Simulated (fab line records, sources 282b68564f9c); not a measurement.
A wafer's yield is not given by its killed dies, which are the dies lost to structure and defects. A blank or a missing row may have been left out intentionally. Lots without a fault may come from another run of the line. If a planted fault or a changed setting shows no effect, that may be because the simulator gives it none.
A struck lot beside a sound one || flow rit cmos || 20 steps out of a route of 202
Sound: the wafers L645.1, L645.3, L645.4. The struck wafers were L655.2, L655.3, L655.5. Last of all comes the cause.
Each step with rows lists, per side, the tool, then ch with its chambers, then its first start. Under that, the readings that differ: sound wafers || struck wafers || difference of the means || sigmas: that difference in standard deviations of wafers without a fault.
alike: same words and numbers on both sides, and readings whose means sit less than 2 such deviations apart. not compared: any withheld reading, any reading some wafer has no value for, any bound like >300 that may hide the same value, and any number with overlapping values for which the record gives no deviation.
A row with sigmas, a row that says differs or no value, or rows on one side alone: a step with any of these is where the two part. When numbers do not overlap yet have no deviation, they are printed without sigmas and do not part them. Lack of a reading on every wafer of one side parts them only where that side has two or more wafers.

first, 2 steps without rows for these wafers: RIT_NWELL_HARDBAKE_07 (time 120 s); RIT_NWELL_IMPLANT_08.
RIT_NWELL_STRIP_09: strips in O2, time 180 s.
  sound on plasma asher-02 ch 0,1, day 3 11:25; struck on plasma asher-04 ch 0,1, day 5 10:47
  alike: drypump motor current A, rf refl power W
  not compared: rf hours counter h
RIT_NWELL_TW_MEAS_10:
  struck on film metro-01, day 5 10:58; sound on film metro-02, day 3 11:36
{"reading": "NWELL_TW", "sound": "2092 2105 2096", "struck": "2132 2141 2154", "difference": "+45", "sigmas": "+3"}
then, 6 steps without rows for these wafers: RIT_PWELL_HMDS_00 (prime time 60 s); RIT_PWELL_COAT_01 (resist thk 1300 nm); RIT_PWELL_SOFTBAKE_02 (time 60 s); RIT_PWELL_EXPOSE_03 (exposes mask M3, target cd 43700 nm); RIT_PWELL_PEB_04; RIT_PWELL_DEVELOP_05 (develop time 68 s).
RIT_PWELL_OVL_MEAS_06:
  struck on overlay-02, day 5 12:02; sound on overlay-01, day 3 12:45
  alike: PWELL_OVL
then, 1 step without rows for these wafers: RIT_PWELL_HARDBAKE_07 (time 120 s).
RIT_PWELL_IMPLANT_08:
  sound on implanter-02 ch 0, day 3 13:02; struck on implanter-02 ch 0, day 5 12:20
{"reading": "tilt deg (degrees)", "sound": "6.981 6.960 6.997", "struck": "7.905 7.943 7.922", "difference": "+0.944", "sigmas": "+50"}
  alike: beam energy keV, faraday current uA
RIT_PWELL_STRIP_09: strips in O2, time 180 s.
  sound on plasma asher-02 ch 0,1, day 3 13:11; struck on plasma asher-01 ch 0,1, day 5 12:28
  alike: drypump motor current A, rf refl power W
  not compared: rf hours counter h
RIT_PWELL_TW_MEAS_10:
  struck on film metro-01, day 5 12:38; sound on film metro-01, day 3 13:22
  alike: PWELL_TW
then, 1 step without rows for these wafers: RIT_WELLDRIVE_ANNEAL_00 (time 14700 s).
RIT_WELLDRIVE_RS_MEAS_01: measurement is done with a four-point probe.
  struck on film metro-04, day 5 17:48; sound on film metro-04, day 3 19:15
  alike: NWELL_RS
RIT_WELLDRIVE_RS_MEAS_02: measurement is done with a four-point probe.
  struck on film metro-04, day 5 17:55; sound on film metro-04, day 3 19:22
{"reading": "PWELL_RS (ohm/sq)", "sound": "429.9 430.0 430.6", "struck": "- - -", "difference": "no value on the struck wafers", "sigmas": ""}
then, 1 step without rows for these wafers: RIT_NRETRO_HMDS_00 (prime time 60 s).
RIT_M1_PROBE_99:
  struck on prober-01, day 7 01:16; sound on prober-01, day 5 04:03
  alike: killed at front end, killed dies, killed open, killed short

## WHERE THEY PART
First at RIT_NWELL_TW_MEAS_10; last, within this record, at RIT_WELLDRIVE_RS_MEAS_02. Later steps at which nothing parts them and some readings are alike: RIT_M1_PROBE_99.

WHY: what had been put in by the simulator
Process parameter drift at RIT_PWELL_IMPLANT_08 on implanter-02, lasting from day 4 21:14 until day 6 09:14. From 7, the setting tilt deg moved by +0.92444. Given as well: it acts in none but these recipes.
